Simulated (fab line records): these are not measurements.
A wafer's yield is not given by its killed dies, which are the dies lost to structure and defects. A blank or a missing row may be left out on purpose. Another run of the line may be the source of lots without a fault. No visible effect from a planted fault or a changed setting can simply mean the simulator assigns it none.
Which tool was responsible? -- flow berkeleyCmos170 -- Sampling: 7 lots, 21 wafers, 2 of 331 route steps

== WHAT THE GAUGES SHOWED, per wafer ==
UCB170_NWELL_THK_MEAS_05.
lot,measured,on,NWELL_NITRIDE_THK (nm)
L250,day 2 22:07,filmMetro-04,229.5 229.5 229.2
L252,day 3 08:43,filmMetro-03,224.1 224.5 223.9
L260,day 5 01:42,filmMetro-03,350.0 350.2 351.7
L262,day 5 08:17,filmMetro-04,221.5 219.4 221.2
L264,day 5 14:02,filmMetro-02,220.0 221.0 219.6
L267,day 6 04:50,filmMetro-04,225.1 224.5 223.3
L269,day 6 10:35,filmMetro-02,221.3 224.0 222.6

== WHAT TOOL EACH LOT RAN ON (gives the tool, then ch and the chambers of the sampled wafers, and finally the start) ==
lot,UCB170_NWELL_CVD_04
L250,"lpcvd-01 ch 1, day 2 20:10"
L252,"lpcvd-01 ch 0, day 3 06:46"
L260,"lpcvd-01 ch 0, day 4 23:46"
L262,"lpcvd-02 ch 0, day 5 06:21"
L264,"lpcvd-02 ch 0, day 5 12:06"
L267,"lpcvd-02 ch 0, day 6 02:55"
L269,"lpcvd-02 ch 1, day 6 08:29"
- UCB170_NWELL_CVD_04: deposits Si3N4 from SiH2Cl2/NH3, target thk 224 nm, time 3360 s.

== THE ANSWER, worked out from the rows above alone ==
Rule: what is usual is taken from the lots themselves. Put in order of their means at a reading, lots are off if they are a third of the lots or fewer, leave a main group of 4 or more, and stand apart from it by a gap of 3 or more times the standard deviation of the main group's means; of several such gaps the widest counts. Not used: any main group whose means are identical at the precision the tables above print for the reading. A lot without any number at a reading at which 4 lots or more have one is off too. Where the step has rows for the other lots, those lots are counted as sound.
Off: L260, at UCB170_NWELL_THK_MEAS_05 (NWELL_NITRIDE_THK). The main group has a mean of 223.6 nm with a standard deviation of 3.
A tool fits if, at a process step before that reading, it ran every lot that is off, and no sound lot after the first of them. Those tools and the gauges at UCB170_NWELL_THK_MEAS_05 are tried in the same way. Can't be told from this: 2 tools fit, lpcvd-01 at UCB170_NWELL_CVD_04, filmMetro-03 at UCB170_NWELL_THK_MEAS_05.

== WHAT THE SIMULATOR HAD PUT IN ==
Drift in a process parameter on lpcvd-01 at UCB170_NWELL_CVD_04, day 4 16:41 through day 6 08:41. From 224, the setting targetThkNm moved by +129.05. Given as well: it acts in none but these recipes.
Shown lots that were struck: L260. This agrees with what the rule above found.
